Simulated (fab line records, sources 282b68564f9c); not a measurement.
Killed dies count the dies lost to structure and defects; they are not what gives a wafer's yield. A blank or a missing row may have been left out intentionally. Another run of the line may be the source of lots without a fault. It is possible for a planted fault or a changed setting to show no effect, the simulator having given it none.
Code-filled problem report in 8D (eight disciplines) form / flow rit_cmos / the parts of the form that need people (team, actions taken, sign-off) are left out

== 1. THE PROBLEM ==
Mean of killed_at_contacts at RIT_M1_PROBE_99: 26.0 across 6 wafers in 2 lots; on wafers with no fault it is 0.1 (standard deviation 0.27). Measured from the usual mean, that is +96 standard deviations.
Seen first at day 5 02:40 on prober-02, wafer L555.1. Wafers with a number at this step in the record: 42, from 14 lots. Rule for "out", or "out of limits": more than 4 standard deviations from the usual mean. The rest of the wafers with a number are treated as sound.

== 2. WHAT IT IS; WHAT IT IS NOT ==
question=which readings at this step | is=killed_at_contacts, killed_dies | is not=killed_at_M0_to_M3, killed_at_front_end, killed_open, killed_short
question=which lots | is=L555, L556 | is not=L548, L549, L550, L554, L557, L559, L560, L561, L563, L564, L567, L568
question=which wafers of those lots | is=all that have a number | is not=-
question=read on which tools | is=prober-01, prober-02 | is not=-
question=when | is=from day 5 02:40 | is not=up to then (12 sound wafers); but 24 sound wafers of L557, L559, L560, L561, L563, L564, L567, L568 came after

== 3. WHAT RULES OUT EACH SUSPECT ==
Counting: a tool at a process step up to the reading stays a suspect if it ran every lot that is out and no sound lot after the first of them.
- plasma_asher-02 at RIT_CONTACT_STRIP_12 (strips in O2, time 180 s): kept. It processed each lot that is out, first L555 at day 4 20:37, and no sound lot thereafter; up to then, the last sound lot it processed was L550 at day 3 20:38.
Remaining after the count: plasma_asher-02 at RIT_CONTACT_STRIP_12.

== 4. THE CAUSE (what the simulator had put in) ==
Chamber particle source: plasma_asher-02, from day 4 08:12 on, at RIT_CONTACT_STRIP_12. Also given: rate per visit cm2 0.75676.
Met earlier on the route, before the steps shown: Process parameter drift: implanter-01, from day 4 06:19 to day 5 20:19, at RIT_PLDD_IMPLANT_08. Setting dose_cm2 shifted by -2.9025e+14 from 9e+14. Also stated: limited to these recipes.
After counting, this tool was the only one left.

== 5. THE CHAIN OF EFFECTS, in route order ==
One row per reading whose mean, taken over the struck wafers that have a number, lies over 3 standard deviations from the usual. Readings are gone through only where the record gives a usual standard deviation; hours: the median, over the lots, of the time from a lot's start at the first step in this table giving one to that lot's start at this step; sigmas: the change measured in usual standard deviations.
hours=0; step=RIT_M1_PROBE_99; reading=killed_at_contacts; usual=0.1; on struck wafers=26.0; change=+25.9; sigmas=+96
hours=0; step=RIT_M1_PROBE_99; reading=killed_dies; usual=6.5; on struck wafers=30.8; change=+24.3; sigmas=+8.1
It contains these process steps:
- RIT_M1_PROBE_99

== 6. HOW IT WOULD HAVE BEEN CAUGHT EARLIER ==
In this record no reading fell out of limits until day 5 02:40, 18 hours after the fault had begun at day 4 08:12.
Tool readings at RIT_CONTACT_STRIP_12 with a usual standard deviation given in the record: none out on any struck wafer, hence no alarm at a limit of 4 standard deviations on them.
By day 5 02:40, every lot that is out (2) had started RIT_CONTACT_STRIP_12 on plasma_asher-02. A hold on the tool at that time would have spared none of them.
